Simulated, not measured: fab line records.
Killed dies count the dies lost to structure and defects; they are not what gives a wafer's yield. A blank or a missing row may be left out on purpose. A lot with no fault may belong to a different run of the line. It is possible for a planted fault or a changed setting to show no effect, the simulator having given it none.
Which tool was responsible? ; flow rit-cmos ; 15 lots with 45 wafers sampled at 5 steps, on a route of 202 steps

## WHAT THE GAUGES READ, wafer by wafer
The record lacks any reading of a measuring or inspecting step that a usual standard deviation could be used to judge.

## EACH LOT AND THE TOOL THAT RAN IT (in order: tool; ch and the chambers of the sampled wafers; start)
lot;RIT_NSD_HARDBAKE_07;RIT_NSD_STRIP_09;RIT_SDANNEAL_RTA_03;RIT_CONTACT_ETCH_11;RIT_M1_PROBE_99
L231;litho-track-01 ch 0, day 2 23:49;plasma-asher-01 ch 0,1, day 3 00:05;rtp-anneal-02 ch 0, day 3 02:18;rie-diel-04 ch 0,2,3, day 3 04:50;prober-01, day 3 10:31
L232;litho-track-03 ch 0, day 3 06:02;plasma-asher-01 ch 0, day 3 06:19;rtp-anneal-01 ch 0, day 3 08:31;rie-diel-03 ch 0,3, day 3 10:56;prober-02, day 3 15:52
L233;litho-track-01 ch 0, day 3 12:44;plasma-asher-02 ch 0,1, day 3 13:02;rtp-anneal-02 ch 0, day 3 15:22;rie-diel-01 ch 1,2,3, day 3 17:55;prober-01, day 3 22:55
L234;litho-track-03 ch 0, day 3 14:33;plasma-asher-02 ch 0,1, day 3 14:49;rtp-anneal-01 ch 0, day 3 17:04;rie-diel-04 ch 1,2,3, day 3 19:37;prober-02, day 4 01:43
L235;litho-track-03 ch 0, day 3 21:58;plasma-asher-03 ch 0,1, day 3 22:16;rtp-anneal-02 ch 0, day 4 00:32;rie-diel-03 ch 0,2,3, day 4 03:04;prober-01, day 4 08:25
L236;litho-track-03 ch 0, day 4 01:00;plasma-asher-03 ch 0, day 4 01:18;rtp-anneal-01 ch 0, day 4 03:20;rie-diel-01 ch 0,2, day 4 06:03;prober-02, day 4 11:13
L237;litho-track-02 ch 0, day 4 05:53;plasma-asher-02 ch 0,1, day 4 06:11;rtp-anneal-02 ch 0, day 4 08:22;rie-diel-03 ch 0,2,3, day 4 10:55;prober-01, day 4 16:40
L238;litho-track-02 ch 0, day 4 09:40;plasma-asher-01 ch 0,1, day 4 09:58;rtp-anneal-01 ch 0, day 4 12:01;rie-diel-01 ch 0,1,3, day 4 14:34;prober-02, day 4 20:31
L239;litho-track-01 ch 0, day 4 16:30;plasma-asher-01 ch 0, day 4 16:46;rtp-anneal-01 ch 0, day 4 18:50;rie-diel-04 ch 0,1,3, day 4 21:23;prober-01, day 5 03:42
L241;litho-track-02 ch 0, day 5 02:34;plasma-asher-02 ch 0,1, day 5 02:52;rtp-anneal-01 ch 0, day 5 04:53;rie-diel-04 ch 0,1,2, day 5 07:28;prober-01, day 5 14:50
L243;litho-track-03 ch 0, day 5 13:41;plasma-asher-02 ch 0,1, day 5 13:58;rtp-anneal-01 ch 0, day 5 16:09;rie-diel-03 ch 0,1, day 5 18:43;prober-01, day 5 23:44
L244;litho-track-02 ch 0, day 5 20:07;plasma-asher-01 ch 0,1, day 5 20:25;rtp-anneal-02 ch 0, day 5 22:34;rie-diel-03 ch 1,2, day 6 01:07;prober-02, day 6 06:20
L245;litho-track-02 ch 0, day 6 04:41;plasma-asher-01 ch 0,1, day 6 04:59;rtp-anneal-01 ch 0, day 6 07:01;rie-diel-04 ch 0,1,2, day 6 09:29;prober-01, day 6 14:28
L248;litho-track-02 ch 0, day 6 15:25;plasma-asher-01 ch 0,1, day 6 15:43;rtp-anneal-02 ch 0, day 6 17:56;rie-diel-01 ch 0,1, day 6 20:30;prober-01, day 7 04:18
L254;litho-track-03 ch 0, day 8 08:32;plasma-asher-02 ch 0,1, day 8 08:50;rtp-anneal-01 ch 0, day 8 11:01;rie-diel-03 ch 0,1,2, day 8 13:53;prober-02, day 8 19:35
- RIT_NSD_HARDBAKE_07: time 60 s.
- RIT_NSD_STRIP_09: strips in O2, time 180 s.
- RIT_SDANNEAL_RTA_03: time 5 s.
- RIT_CONTACT_ETCH_11: etches SiO2 in CHF3/CF4/Ar, stops on TiSi2, target depth 480 nm, time 320 s.
- RIT_M1_PROBE_99

## WHAT THE TOOLS THEMSELVES READ (means of the sampled wafers that have a number; where no wafer has one, the mark that the record gives instead)
RIT_NSD_HARDBAKE_07.
lot;tool;heater-power-total-W (W);plate-temp-C (C)
L231;litho-track-01;62.52;139.96
L232;litho-track-03;62.51;140.05
L233;litho-track-01;62.53;140.10
L234;litho-track-03;62.57;140.27
L235;litho-track-03;62.54;140.01
L236;litho-track-03;62.57;140.00
L237;litho-track-02;62.56;139.85
L238;litho-track-02;62.55;140.09
L239;litho-track-01;62.49;139.90
L241;litho-track-02;62.48;139.98
L243;litho-track-03;62.55;140.02
L244;litho-track-02;58.40;132.88
L245;litho-track-02;58.41;132.66
L248;litho-track-02;58.39;132.63
L254;litho-track-03;62.53;139.86

RIT_NSD_STRIP_09.
lot;tool;drypump-motor-current-A (A)
L231;plasma-asher-01;6.3
L232;plasma-asher-01;6.5
L233;plasma-asher-02;6.0
L234;plasma-asher-02;6.0
L235;plasma-asher-03;5.7
L236;plasma-asher-03;5.4
L237;plasma-asher-02;5.7
L238;plasma-asher-01;6.2
L239;plasma-asher-01;6.5
L241;plasma-asher-02;6.0
L243;plasma-asher-02;5.7
L244;plasma-asher-01;6.2
L245;plasma-asher-01;6.2
L248;plasma-asher-01;6.2
L254;plasma-asher-02;6.0

RIT_SDANNEAL_RTA_03.
lot;tool;chamber-o2-ppm;ramp-down-c-per-s;wafer_temp_C_max
L231;rtp-anneal-02;1.994;170.99;1053.8
L232;rtp-anneal-01;1.980;170.98;1054.6
L233;rtp-anneal-02;2.014;170.97;1053.9
L234;rtp-anneal-01;2.038;170.97;1053.2
L235;rtp-anneal-02;2.003;171.00;1053.4
L236;rtp-anneal-01;1.979;171.01;1052.9
L237;rtp-anneal-02;2.001;171.00;1054.2
L238;rtp-anneal-01;2.010;170.99;1054.4
L239;rtp-anneal-01;2.013;171.03;1053.2
L241;rtp-anneal-01;1.983;170.98;1053.3
L243;rtp-anneal-01;2.014;170.98;1054.3
L244;rtp-anneal-02;2.007;170.99;1053.2
L245;rtp-anneal-01;2.005;171.01;1052.7
L248;rtp-anneal-02;2.010;170.99;1053.5
L254;rtp-anneal-01;2.011;171.00;1052.7

RIT_CONTACT_ETCH_11.
lot;tool;drypump-motor-current-A (A);mfc-ar-sccm (sccm);oes-product-au (a.u.);throttle-valve-pct (%)
L231;rie-diel-04;5.5;100.1;0.988;8.91
L232;rie-diel-03;5.0;100.2;0.967;8.87
L233;rie-diel-01;5.4;100.0;0.999;8.88
L234;rie-diel-04;5.6;100.0;1.001;8.89
L235;rie-diel-03;5.4;100.2;0.979;8.82
L236;rie-diel-01;5.5;100.0;1.002;8.82
L237;rie-diel-03;5.5;99.8;0.978;8.82
L238;rie-diel-01;5.4;100.0;1.003;8.83
L239;rie-diel-04;5.7;100.2;0.992;8.87
L241;rie-diel-04;5.5;100.0;0.993;8.88
L243;rie-diel-03;5.4;99.9;0.976;8.84
L244;rie-diel-03;5.9;100.2;0.989;8.73
L245;rie-diel-04;5.5;100.2;0.994;8.87
L248;rie-diel-01;5.3;99.7;0.996;8.77
L254;rie-diel-03;5.5;100.0;0.980;8.79

RIT_M1_PROBE_99.
lot;tool;killed-at-contacts;killed-at-front-end;killed-dies;killed-open;killed-short
L231;prober-01;0.0;5.7;5.7;3.0;2.7
L232;prober-02;0.0;8.0;8.0;5.3;2.7
L233;prober-01;0.0;8.3;8.3;5.0;3.3
L234;prober-02;0.0;4.3;4.3;2.7;1.7
L235;prober-01;0.3;5.7;6.0;4.0;2.0
L236;prober-02;0.3;9.3;9.7;5.0;4.7
L237;prober-01;0.0;5.0;5.0;2.7;2.3
L238;prober-02;0.0;5.0;5.0;2.0;2.7
L239;prober-01;0.3;8.3;8.7;4.7;4.0
L241;prober-01;0.0;6.0;6.0;3.3;2.7
L243;prober-01;0.0;9.3;9.3;3.7;5.7
L244;prober-02;0.0;4.3;4.3;2.3;2.0
L245;prober-01;0.0;6.3;6.3;3.3;3.0
L248;prober-01;0.0;6.0;6.0;3.7;2.3
L254;prober-02;0.0;9.0;9.0;4.0;5.0

## THE ANSWER, worked out from the rows above alone
Rule: the usual values come from the lots themselves. Put in order of their means at a reading, lots are off if they are a third of the lots or fewer, leave a main group of 4 or more, and stand apart from it by a gap of 3 or more times the standard deviation of the main group's means; of several such gaps the widest counts. A main group whose means are all the same, to the digits that the tables above print for the reading, isn't used. A lot without any number at a reading at which 4 lots or more have one is off too. Any other lot the step has rows for is counted as sound. First the gauges in route order, then the tools' own readings, where a lot's mean is used as printed above. The first step at which some lot is off is used, and at that step the reading that is off furthest; a lot without a number counts as furthest.
Off, at RIT_NSD_HARDBAKE_07 on heater-power-total-W: L244, L245, L248. The main group: mean 62.53 W, standard deviation 0.028.
If a tool, at that step or one of the process steps before it, ran each lot that is off and ran no sound lot following the first of them, it fits. One fits: litho-track-02 at RIT_NSD_HARDBAKE_07. Its last sound lot is L241 (day 5 02:34), its first lot that is off L244 (day 5 20:07): a fault that began between those two fits.
The tool's own readings at RIT_NSD_HARDBAKE_07 bear it out: on the lots that are off they differ by more than 5 times the standard deviation of the sound lots' means. heater-power-total-W reads 58.40 W there against 62.53 W on the sound lots; plate-temp-C reads 132.72 C there against 140.01 C on the sound lots.

## WHAT THE SIMULATOR HAD PUT IN
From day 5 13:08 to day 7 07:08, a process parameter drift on litho-track-02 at RIT_NSD_HARDBAKE_07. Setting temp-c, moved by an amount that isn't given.
Struck lots among those shown: L244, L245, L248. Same finding as the rule above.
